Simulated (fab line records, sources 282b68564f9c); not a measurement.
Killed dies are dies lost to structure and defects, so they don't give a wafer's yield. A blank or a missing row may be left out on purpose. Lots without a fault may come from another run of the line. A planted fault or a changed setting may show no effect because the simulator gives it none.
One fault seen from 2 desks | flow rit_cmos | each desk has only its own numbers; what lay behind them comes last

THE TOOL OWNER'S DESK: pvd_sputter-02
The tool's own readings at RIT_M1_SPUTTER_00 (material Al, target thk 400 nm, time 500 s): means of the sampled wafers that have a number, for each lot that ran on this tool. A lot is out of limits, marked OUT, if its mean lies more than 4 standard deviations from the usual mean; the brackets give that distance.
Columns: A = substrate_temp_c at RIT_M1_SPUTTER_00, usual 25.01 C; B = throttle_valve_pct at RIT_M1_SPUTTER_00, usual 30.0 %
lot  | first seen here | A     | B
L963 | day 3 21:11     | 24.97 | 29.1
L965 | day 4 11:26     | 24.97 | 29.5
L967 | day 4 18:55     | 24.92 | 29.3
L969 | day 5 04:15     | 24.95 | 29.1
L971 | day 5 19:48     | 25.00 | 29.2
L973 | day 6 02:23     | 25.00 | 28.9
This desk's finding: nothing out of limits on any of the 6 lots.

THE METROLOGY DESK
What the gauges read, lot by lot, whatever tool the lot ran on: means of the sampled wafers that have a number. A lot is out of limits, marked OUT, if its mean lies more than 4 standard deviations from the usual mean; the brackets give that distance.
Columns: A = M1_AL_RS at RIT_M1_RS_MEAS_01, usual 0.0737 ohm/sq; B = M1_AL_THK at RIT_M1_THK_MEAS_02, usual 399 nm
lot  | first seen here | A                | B
L960 | day 3 08:24     | 0.0738           | 397
L962 | day 3 17:48     | 0.0735           | 403
L963 | day 3 21:29     | 0.0725           | 410
L965 | day 4 11:44     | 0.0737           | 397
L966 | day 4 15:44     | 0.0727           | 403
L967 | day 4 19:13     | 0.0738           | 399
L969 | day 5 04:35     | 0.0733           | 401
L970 | day 5 12:02     | 0.0742           | 394
L971 | day 5 20:07     | 0.0401 (-42) OUT | 732 (+67) OUT
L973 | day 6 02:42     | 0.0401 (-42) OUT | 723 (+65) OUT
L974 | day 6 04:41     | 0.0750           | 391
L979 | day 7 05:05     | 0.0743           | 392
L981 | day 7 20:29     | 0.0733           | 401
L983 | day 8 04:52     | 0.0746           | 396
This desk's finding: out of limits on L971, L973; first on L971, day 5 20:07 (M1_AL_RS at RIT_M1_RS_MEAS_01). In limits: L960, L962, L963, L965, L966, L967, L969, L970, L974, L979, L981, L983.

PUT TOGETHER
The metrology desk could have raised an alarm at day 5 20:07, on L971, L973.
The tool owner's desk saw nothing out of limits.
The tool owner's desk has L971, L973 on record, within its limits.
Of the lots named, all ran RIT_M1_SPUTTER_00 on pvd_sputter-02.

WHAT THE SIMULATOR HAD PUT IN
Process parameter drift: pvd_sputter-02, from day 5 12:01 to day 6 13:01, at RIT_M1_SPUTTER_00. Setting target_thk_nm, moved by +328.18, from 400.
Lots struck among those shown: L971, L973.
Hours from the fault's start to each desk's first reading out of limits: the metrology desk, 8.
